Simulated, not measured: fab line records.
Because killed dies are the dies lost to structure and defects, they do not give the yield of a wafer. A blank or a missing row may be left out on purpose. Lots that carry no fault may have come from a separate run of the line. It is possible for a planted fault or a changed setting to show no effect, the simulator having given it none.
Struck lot and sound lot, side by side :: flow ritCmos :: 15 steps out of a route of 202
Sound: the wafers L239.1, L239.3, L239.4. Wafers L227.1, L227.3, L227.4 were the ones struck. The cause comes at the end.
Per side, at each step with rows, come the tool, then ch with its chambers, and then its first start. Under that, the readings that differ: sound wafers :: struck wafers :: difference of the means :: sigmas: that difference in standard deviations of wafers without a fault.
alike: words and numbers the same on both sides, and readings whose means are apart by under 2 such deviations; not compared: readings that were withheld, readings missing a value for some wafer, numbers with overlapping values and no deviation given by the record, and bounds like >300 which may hide the same value.
Wherever a step has rows on one side only, a row that says differs or no value, or a row with sigmas, the two part there. Numbers that have no deviation but don't overlap get no sigmas and don't part them. Lack of a reading on every wafer of one side parts them only where that side has two or more wafers.

RIT_SDANNEAL_RS_MEAS_07: a four-point-probe measurement.
  sound on filmMetro-03, day 7 14:55; struck on filmMetro-02, day 5 05:28
  alike: NLDD_RS
then, 1 step without rows for these wafers: RIT_SILICIDE_WET_ETCH_00 (etches SiO2 in BOE, target depth 14 nm, time 15 s).
RIT_SILICIDE_SPUTTER_01: material Ti, target thk 30 nm, time 240 s.
  sound on pvdSputter-01, day 7 15:03; struck on pvdSputter-01, day 5 05:36
  alike: cathodeDcPowerW, throttleValvePct
RIT_SILICIDE_RS_MEAS_02: a four-point-probe measurement.
  sound on filmMetro-01, day 7 15:12; struck on filmMetro-04, day 5 05:45
  alike: SILICIDE_TI_RS
RIT_SILICIDE_THK_MEAS_03: measures by xrf.
  sound on filmMetro-01, day 7 15:19; struck on filmMetro-04, day 5 05:52
  alike: SILICIDE_TI_THK
RIT_SILICIDE_RTA_04: time 10 s, ramp up 5 s, ramp down 5 s.
  sound on rtpAnneal-01 ch 0, day 7 15:23; struck on rtpAnneal-01 ch 0, day 5 05:56
  alike: wafer_temp_C_max
then, 1 step without rows for these wafers: RIT_SILICIDE_WET_ETCH_05 (etches Ti in SPM, time 120 s).
RIT_SILICIDE_RTA_06: time 10 s, ramp up 5 s, ramp down 10 s.
  sound on rtpAnneal-02 ch 0, day 7 15:29; struck on rtpAnneal-02 ch 0, day 5 06:02
  alike: wafer_temp_C_max
RIT_CONTACT_CVD_00: deposits SiO2 from TEOS, target thk 400 nm, time 61 s.
  sound on pecvd-03 ch 0,1, day 7 15:33; struck on pecvd-03 ch 1,2, day 5 06:06
  alike: heaterPowerW
RIT_CONTACT_THK_MEAS_01:
  sound on filmMetro-01, day 7 15:36; struck on filmMetro-02, day 5 06:09
  alike: CONTACT_TEOS_THK
then, 2 steps without rows for these wafers: RIT_CONTACT_HMDS_02 (prime time 60 s); RIT_CONTACT_COAT_03 (resist thk 1000 nm).
RIT_CONTACT_SOFTBAKE_04: time 60 s.
  sound on lithoTrack-04 ch 0, day 7 15:58; struck on lithoTrack-01 ch 0, day 5 06:43
reading: heaterPowerTotalW (W)
sound: 34.46 34.57 34.57
struck: 35.47 35.45 35.47
difference: +0.93
sigmas: +18

reading: plateTempC (C)
sound: 90.11 89.92 89.97
struck: 91.61 91.63 91.73
difference: +1.66
sigmas: +15
  alike: exhaustPa
then, 1 step without rows for these wafers: RIT_CONTACT_EXPOSE_05 (exposes mask M11, target cd 1000 nm).
RIT_M1_PROBE_99:
  rows exist in the record for the sound wafers here (prober-01, day 7 21:48), none for the struck ones

## WHERE THEY PART
At RIT_CONTACT_SOFTBAKE_04 first; at RIT_M1_PROBE_99 last (within this record only).

WHY: what the simulator had put in
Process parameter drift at RIT_CONTACT_SOFTBAKE_04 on lithoTrack-01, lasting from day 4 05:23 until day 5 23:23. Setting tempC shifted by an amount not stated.
